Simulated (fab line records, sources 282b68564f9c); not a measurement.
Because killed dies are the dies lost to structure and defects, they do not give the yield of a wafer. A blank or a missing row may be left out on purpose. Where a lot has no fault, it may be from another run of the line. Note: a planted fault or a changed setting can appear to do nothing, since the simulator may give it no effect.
Which of the tools did it?	flow rit cmos	13 lots, 39 wafers sampled, at 6 steps of a route of 202

== WHAT EACH GAUGE READ, for each wafer ==
RIT_GATE_THK_MEAS_07.
lot	measured	on	GATE_OXIDE_THK (nm)
L745	day 2 09:43	film metro-02	3.05 3.10 3.03
L746	day 2 15:49	film metro-01	3.01 3.03 2.99
L747	day 2 19:43	film metro-02	3.07 3.03 3.14
L748	day 3 01:07	film metro-01	2.96 2.99 2.93
L749	day 3 05:17	film metro-03	2.99 3.05 2.96
L750	day 3 10:20	film metro-03	2.99 3.02 2.92
L754	day 4 06:23	film metro-02	2.99 3.12 2.93
L758	day 5 02:32	film metro-03	3.03 2.98 3.02
L760	day 5 12:31	film metro-03	3.08 3.07 3.09
L762	day 6 00:40	film metro-01	3.07 3.02 3.07
L764	day 6 08:34	film metro-01	3.05 3.10 2.99
L767	day 7 00:18	film metro-03	3.05 2.95 3.06
L768	day 7 09:32	film metro-02	3.13 3.09 3.17

RIT_M1_RS_MEAS_01: the measuring method here is four-point-probe.
lot	measured	on	M1_AL_RS (ohm/sq)
L745	day 3 05:01	film metro-02	0.0725 0.0723 0.0741
L746	day 3 10:48	film metro-03	0.0734 0.0736 0.0737
L747	day 3 14:49	film metro-04	0.0729 0.0715 0.0734
L748	day 3 20:12	film metro-02	0.0733 0.0734 0.0734
L749	day 4 00:22	film metro-03	0.0735 0.0720 0.0738
L750	day 4 06:34	film metro-04	0.0733 0.0741 0.0742
L754	day 5 02:53	film metro-02	0.0746 0.0696 0.0738
L758	day 5 23:07	film metro-03	0.0729 0.0720 0.0725
L760	day 6 07:40	film metro-03	0.0730 0.0715 0.0719
L762	day 6 19:20	film metro-02	0.0730 0.0728 0.0738
L764	day 7 03:28	film metro-02	0.0711 0.0715 0.0724
L767	day 7 21:16	film metro-03	0.0715 0.0712 0.0726
L768	day 8 04:55	film metro-03	0.0742 0.0735 0.0732

RIT_M1_THK_MEAS_02: measures by xrf.
lot	measured	on	M1_AL_THK (nm)
L745	day 3 05:07	film metro-02	404 406 394
L746	day 3 10:54	film metro-03	403 400 400
L747	day 3 14:56	film metro-04	401 411 398
L748	day 3 20:19	film metro-02	398 395 397
L749	day 4 00:27	film metro-03	401 409 400
L750	day 4 06:41	film metro-04	399 395 394
L754	day 5 03:00	film metro-02	390 419 393
L758	day 5 23:14	film metro-03	405 413 408
L760	day 6 07:46	film metro-03	405 412 408
L762	day 6 19:26	film metro-02	401 402 395
L764	day 7 03:34	film metro-02	411 409 406
L767	day 7 21:23	film metro-03	410 413 407
L768	day 8 05:01	film metro-03	396 398 401

RIT_M1_CD_MEAS_09 targets a cd of 2600 nm.
lot	measured	on	cd nm (nm)
L745	day 3 06:04	cd sem-02	2598.7 2600.0 2601.1
L746	day 3 11:52	cd sem-02	2599.2 2600.9 2600.4
L747	day 3 15:52	cd sem-02	2600.2 2599.1 2600.3
L748	day 3 21:23	cd sem-02	2597.8 2597.4 2595.7
L749	day 4 01:25	cd sem-02	2601.4 2602.9 2601.0
L750	day 4 07:50	cd sem-01	2602.2 2600.7 2599.0
L754	day 5 03:56	cd sem-02	2602.1 2600.5 2601.8
L758	day 6 00:18	cd sem-02	2595.7 2595.0 2596.0
L760	day 6 08:50	cd sem-02	2597.4 2599.1 2597.5
L762	day 6 20:24	cd sem-01	2602.6 2603.0 2604.5
L764	day 7 04:38	cd sem-02	2598.1 2598.0 2599.0
L767	day 7 22:19	cd sem-02	2600.5 2599.6 2598.8
L768	day 8 05:58	cd sem-02	2599.2 2597.8 2598.5

RIT_M1_BOW_MEAS_16.
lot	measured	on	M1_BOW (um)
L745	day 3 08:37	film metro-03	11 24 16
L746	day 3 14:24	film metro-03	12 21 22
L747	day 3 18:25	film metro-03	9 18 17
L748	day 3 23:55	film metro-04	12 19 16
L749	day 4 03:59	film metro-03	13 17 27
L750	day 4 10:23	film metro-02	1 22 15
L754	day 5 06:29	film metro-03	12 8 22
L758	day 6 02:51	film metro-03	13 6 1
L760	day 6 11:23	film metro-02	28 15 11
L762	day 6 23:06	film metro-04	21 21 15
L764	day 7 07:23	film metro-04	22 9 22
L767	day 8 01:01	film metro-02	28 26 27
L768	day 8 08:59	film metro-04	11 15 16

== WHAT TOOL EACH LOT RAN ON (gives the tool, then ch and the chambers of the sampled wafers, and finally the start) ==
lot	RIT_M1_SPUTTER_00
L745	pvd sputter-04, day 3 04:41
L746	pvd sputter-02, day 3 10:28
L747	pvd sputter-04, day 3 14:31
L748	pvd sputter-02, day 3 19:54
L749	pvd sputter-04, day 4 00:01
L750	pvd sputter-02, day 4 06:16
L754	pvd sputter-02, day 5 02:34
L758	pvd sputter-04, day 5 22:49
L760	pvd sputter-04, day 6 07:19
L762	pvd sputter-04, day 6 19:00
L764	pvd sputter-04, day 7 03:07
L767	pvd sputter-04, day 7 20:58
L768	pvd sputter-02, day 8 04:34
- RIT_M1_SPUTTER_00: material Al, target thk 400 nm, time 500 s.

== WHAT THE TOOLS THEMSELVES READ (means of the sampled wafers that have a number; where no wafer has one, the mark that the record gives instead) ==
RIT_M1_SPUTTER_00.
lot	tool	cathode dc power W (W)	throttle valve pct (%)
L745	pvd sputter-04	1999.5	28.2
L746	pvd sputter-02	1999.8	29.8
L747	pvd sputter-04	1999.8	29.0
L748	pvd sputter-02	2000.0	30.5
L749	pvd sputter-04	2000.0	29.4
L750	pvd sputter-02	1999.9	29.5
L754	pvd sputter-02	2043.3	29.6
L758	pvd sputter-04	2000.3	28.8
L760	pvd sputter-04	2000.0	28.4
L762	pvd sputter-04	1999.5	29.1
L764	pvd sputter-04	1999.7	29.2
L767	pvd sputter-04	2000.1	28.2
L768	pvd sputter-02	1999.9	29.8

== THE ANSWER, worked out from the rows above alone ==
Rule: the usual values come from the lots themselves. The widest of any qualifying gaps counts: lots, ordered by their means at a reading, are off when they make up no more than a third of the lots, leave a main group of 4 or more, and stand apart from it by 3 or more times the standard deviation of that group's means. Not used: any main group whose means are identical at the precision the tables above print for the reading. A lot without any number at a reading at which 4 lots or more have one is off too. The other lots that the step has rows for count as sound. Order of review: gauges by route order, followed by the tools' own readings, for which a lot's mean as printed above is used. At the first step where some lot is off, the reading lying furthest off is the one used; lots without a number count as furthest.
Off, at RIT_M1_SPUTTER_00 on cathode dc power W: L754. The main group has a mean of 1999.9 W with a standard deviation of 0.22.
A tool fits if, at that step or a process step before it, it ran every lot that is off, and no sound lot after the first of them. None of those tried fits.

== WHAT THE SIMULATOR HAD INSERTED ==
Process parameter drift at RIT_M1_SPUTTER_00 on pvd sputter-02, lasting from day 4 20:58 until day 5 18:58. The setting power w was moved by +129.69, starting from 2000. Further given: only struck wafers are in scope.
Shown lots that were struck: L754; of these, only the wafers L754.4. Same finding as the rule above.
